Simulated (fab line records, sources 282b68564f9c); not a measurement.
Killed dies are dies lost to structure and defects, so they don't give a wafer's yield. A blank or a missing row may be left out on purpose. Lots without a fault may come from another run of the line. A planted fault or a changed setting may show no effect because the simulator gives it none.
fab line records | flow rit_cmos
record lots=14 wafers=42 last_day=7
route steps=202 shown GATE@91 M1@202
lots that met no fault: from a run of the same line without faults
start_h: hours from the record's first day to the start of the lot's first wafer shown | wait_h: hours since the lot's step before | " the same as in the row above | L1.1+2: a row that stands for several wafers | - no value, or no start given | * or withheld: withheld | < > ~ a bound
route shown NAME@n: a module of which the file shows steps, and the number in the route of the first | usual: mean/standard deviation of fault-free wafers | same: alike in all rows | chamber/n: place in a boat | sites: the reading at each site | _std_site: their standard deviation | _edge_site: outer sites' mean less inner sites' | radius_mm: how far each site lies from the wafer's centre | mask NAME#n: copy n | behind: the tool/chamber that last shaped the wafer | hold: why the lot was held/for how many hours/how that ended | device: the transistor (n, p or np) that didn't switch | end of line: the same wafers' tests at the end of the route | a step without rows: its recipe alone | killed: dies lost to structure and defects at the first sort, not the wafer's yield | map: a wafer's dies, x killed, . not, _ none there
set.NAME: the setting as run; set.NAME@STEP: as run at that earlier step | model.NAME: the simulator's own value behind a step, which no gauge read
steps of the route over a sample of lots; a table a step, a row a wafer
## steps
# step RIT_GATE_DEVELOP_15
# recipe resist=NOVOLAK develop_time_s=50 dev_temp_c=23
# columns lot.wafer tool chamber start_h wait_h
L392.4+5+6 litho_track-04 0 46 -
L393.2+5+6 litho_track-02 0 47 -
L394.1+5+6 litho_track-04 0 57 -
L395.2+4+6 litho_track-02 0 61 -
L397.1+4+6 litho_track-01 0 69 -
L399.4+5+6 litho_track-01 0 77 -
L401.3+5+6 litho_track-02 0 90 -
L403.1+2+5 litho_track-02 0 100 -
L404.1+4+6 litho_track-04 0 105 -
L406.1+5+6 litho_track-02 0 117 -
L407.1+4+5 litho_track-01 0 117 -
L409.2+3+5 litho_track-01 0 129 -
L413.1+4+6 litho_track-04 0 143 -
L415.2+3+4 litho_track-01 0 157 -
# step RIT_M1_PROBE_99
# usual killed_at_M0_to_M3=0.0/0.12 killed_at_front_end=6.5/2.8 killed_dies=6.5/2.8 killed_on_rim=1.7/1.3 killed_open=3.2/1.8 killed_short=3.3/2
# same gross_dies=264 killed_at_M4_up=0 killed_at_back_side=0 killed_at_contacts=0 killed_at_other=0
# columns lot.wafer tool chamber start_h wait_h killed_at_M0_to_M3 killed_at_front_end killed_dies killed_on_rim killed_open killed_short
L395.2 prober-01 - 84.61 0.1 0 6 6 2 2 4
L395.4 prober-01 - 84.71 0.2 0 4 4 1 4 0
L395.6 prober-01 - 84.81 0.2 0 8 8 0 5 3
L403.1 prober-02 - 122.15 0.1 0 164 164 68 6 5
L403.2 prober-02 - 122.20 0.1 0 170 170 65 2 3
L403.5 prober-02 - 122.35 0.2 0 158 158 63 6 3
L406.1 prober-02 - 139.63 0.1 0 62 62 38 8 4
L406.5 prober-02 - 139.83 0.2 0 114 114 55 1 3
L406.6 prober-02 - 139.88 0.2 0 96 96 49 4 3
L413.1 prober-02 - 165.61 0.1 0 7 7 2 4 3
L413.4 prober-02 - 165.76 0.2 0 6 6 0 2 4
L413.6 prober-02 - 165.86 0.2 1 4 5 2 2 3
# killed by level:class
L395.2 FOX2:geometric_particle:open=2 REOX:geometric_particle:short=2 GATE:geometric_particle:short=1 SILICIDE:geometric_particle:short=1
L395.4 REOX:geometric_particle:open=2 SPACER:geometric_particle:open=2
L395.6 SPACER:geometric_particle:open=2 FOX1:geometric_particle:short=1 FOX2:geometric_particle:open=1 GATE:geometric_particle:open=1 GATE:geometric_particle:short=1 SILICIDE:geometric_particle:open=1 SILICIDE:geometric_particle:short=1
L403.1 GATE:area_develop=153 GATE:geometric_particle:open=2 REOX:geometric_particle:short=2 SPACER:geometric_particle:short=2 SPACER:geometric_particle:open=2 FOX1:geometric_particle:open=1 GATE:geometric_particle:short=1 SILICIDE:geometric_particle:open=1
L403.2 GATE:area_develop=165 SPACER:geometric_particle:open=2 GATE:geometric_particle:short=1 SPACER:geometric_particle:short=1 SILICIDE:geometric_particle:short=1
L403.5 GATE:area_develop=149 GATE:geometric_particle:short=2 GATE:geometric_particle:open=2 SILICIDE:geometric_particle:open=2 REOX:geometric_particle:open=1 SPACER:geometric_particle:open=1 SPACER:geometric_particle:short=1
L406.1 GATE:area_develop=50 GATE:geometric_particle:open=3 REOX:geometric_particle:open=2 SPACER:geometric_particle:open=2 SPACER:geometric_particle:short=2 FOX1:geometric_particle:short=1 GATE:geometric_particle:short=1 SILICIDE:geometric_particle:open=1
L406.5 GATE:area_develop=110 FOX1:geometric_particle:short=1 FOX2:geometric_particle:short=1 REOX:geometric_particle:short=1 SILICIDE:geometric_particle:open=1
L406.6 GATE:area_develop=89 GATE:geometric_particle:short=2 SPACER:geometric_particle:open=2 GATE:geometric_particle:open=1 REOX:geometric_particle:short=1 SILICIDE:geometric_particle:open=1
L413.1 GATE:geometric_particle:short=2 FOX1:geometric_particle:open=1 GATE:geometric_particle:open=1 REOX:geometric_particle:open=1 SPACER:geometric_particle:short=1 SILICIDE:geometric_particle:open=1
L413.4 SILICIDE:geometric_particle:short=2 FOX1:geometric_particle:short=1 FOX1:geometric_particle:open=1 GATE:geometric_particle:short=1 GATE:geometric_particle:open=1
L413.6 GATE:geometric_particle:short=1 GATE:geometric_particle:open=1 SPACER:geometric_particle:open=1 SPACER:geometric_particle:short=1 M1:geometric_particle:short=1
## key
first_sign step=RIT_M1_PROBE_99 reading=killed_at_front_end direction=up sigmas=44 usual=6.5 struck=127.3
effect step=RIT_M1_PROBE_99 reading=killed_dies direction=up sigmas=43 usual=6.5 struck=127.3
more_kills_born_at RIT_GATE_DEVELOP_15@litho_track-02=716
met_at RIT_GATE_DEVELOP_15
struck_lots L403,L406
later_rows_left_out L403.1,L403.2,L403.5
tester_left_out L403,L406
loop_trim step=RIT_GATE_EXPOSE_13 setting=dose lots=L406
onset_between 90 100
fault kind=process_parameter_drift tool=litho_track-02 chamber=- onset_h=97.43 steps=RIT_GATE_DEVELOP_15 channel=develop_time_s offset=* shape=step end_h=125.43 acts_in=* stated=*
# tester_left_out: of these lots the tester's yield and bins aren't shown, on N5 and GAA mostly nor the transistor test; their killed dies are dies lost to structure and defects alone, not to doping, threshold or leakage, so they don't give the yield
# later_rows_left_out: the simulator's readings of these wafers behind a module that went badly wrong aren't trusted and aren't shown, but for the sort
# loop_trim: a control loop set the setting to another value than it would have without faults
